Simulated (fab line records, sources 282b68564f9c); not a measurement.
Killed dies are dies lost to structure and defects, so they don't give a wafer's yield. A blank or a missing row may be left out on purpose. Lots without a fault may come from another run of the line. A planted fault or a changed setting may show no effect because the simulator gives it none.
A struck lot beside a sound one | flow rit_cmos | 18 steps out of a route of 202
Sound: wafers L995.3, L995.4, L995.5. Struck: wafers L991.1, L991.3, L991.5. The cause comes at the end.
At each step with rows: each side's tool, then ch and its chambers, then its first start. Under that, the readings that differ: sound wafers | struck wafers | difference of the means | sigmas: that difference in standard deviations of wafers without a fault.
alike: readings whose means differ by less than 2 such deviations, and words and numbers that are the same on both sides. not compared: withheld readings, readings that some wafer has no value for, bounds like >300 that may hide the same value, and numbers for which the record gives no deviation and whose values overlap.
The two part at a step that has a row with sigmas, a row that says differs or no value, or rows on one side only. Numbers that don't overlap but have no deviation are shown without sigmas and don't part them. A reading that every wafer of one side lacks parts them only if that side has two wafers or more.

first, 2 steps without rows for these wafers: RIT_ACTIVE_CLEAN_17 (cleans in SC2, time 600 s); RIT_FOX1_OXIDATION_00 (target thk 350.7 nm, ox time 1130 s).
RIT_FOX1_THK_MEAS_01:
  sound on film_metro-04, day 5 06:08; struck on film_metro-04, day 4 09:49
  alike: FOX1_OXIDE_THK
then, 2 steps without rows for these wafers: RIT_FOX1_WET_ETCH_02 (etches SiO2 in BOE, target depth 350 nm, time 390 s); RIT_FOX2_OXIDATION_00 (target thk 350.7 nm, ox time 1130 s).
RIT_FOX2_THK_MEAS_01:
  sound on film_metro-04, day 5 07:38; struck on film_metro-02, day 4 11:26
  alike: FOX2_OXIDE_THK
then, 2 steps without rows for these wafers: RIT_FOX2_CLEAN_02 (cleans in dHF, time 180 s); RIT_FOX2_WET_ETCH_03 (etches Si3N4 in H3PO4, target depth 195 nm, time 2700 s).
RIT_FOX2_THK_MEAS_90:
  sound on film_metro-04, day 5 08:45; struck on film_metro-02, day 4 12:19
  alike: FIELD_OXIDE_LEFT_1_THK
then, 3 steps without rows for these wafers: RIT_NWELL_HMDS_00 (prime time 60 s); RIT_NWELL_COAT_01 (resist thk 1300 nm); RIT_NWELL_SOFTBAKE_02 (time 60 s).
RIT_NWELL_EXPOSE_03: exposes mask M2, target cd 43900 nm.
  sound on iline_stepper-01 ch 0, day 5 09:17; struck on iline_stepper-02 ch 0, day 4 12:50
  reading                       | sound                   | struck               | difference | sigmas
  model.NWELL.overlay_x_nm (nm) | -0.4786 -0.4786 -0.4786 | -150.4 -150.4 -150.4 | -149.9     |
  alike: mask
then, 2 steps without rows for these wafers: RIT_NWELL_PEB_04; RIT_NWELL_DEVELOP_05 (develop time 68 s).
RIT_NWELL_OVL_MEAS_06:
  sound on overlay-02, day 5 09:41; struck on overlay-01, day 4 13:16
  reading        | sound       | struck               | difference | sigmas
  NWELL_OVL (nm) | 1.8 1.0 1.8 | -148.5 -147.1 -148.6 | -149.6     | -99 or more
then, 1 step without rows for these wafers: RIT_NWELL_HARDBAKE_07 (time 120 s).
RIT_M1_PROBE_99:
  sound on prober-01, day 6 22:49; struck on prober-01, day 6 03:08
  reading                                 | sound             | struck            | difference | sigmas
  model.etest.well_edge_right.line_ohm_um | 181.7 182.8 181.2 | 191.4 190.9 191.1 | +9.2       |
  model.etest.well_edge_left.line_ohm_um  | 185.5 183.6 179.2 | 173.6 177.5 177.5 | -6.6       |
  alike: killed_at_M0_to_M3, killed_at_contacts, killed_at_front_end, killed_dies, killed_open, killed_short

WHERE THEY PART
Only at RIT_NWELL_OVL_MEAS_06, within this record. Later steps at which nothing parts them and some readings are alike: RIT_M1_PROBE_99.

WHY: what the simulator had put in
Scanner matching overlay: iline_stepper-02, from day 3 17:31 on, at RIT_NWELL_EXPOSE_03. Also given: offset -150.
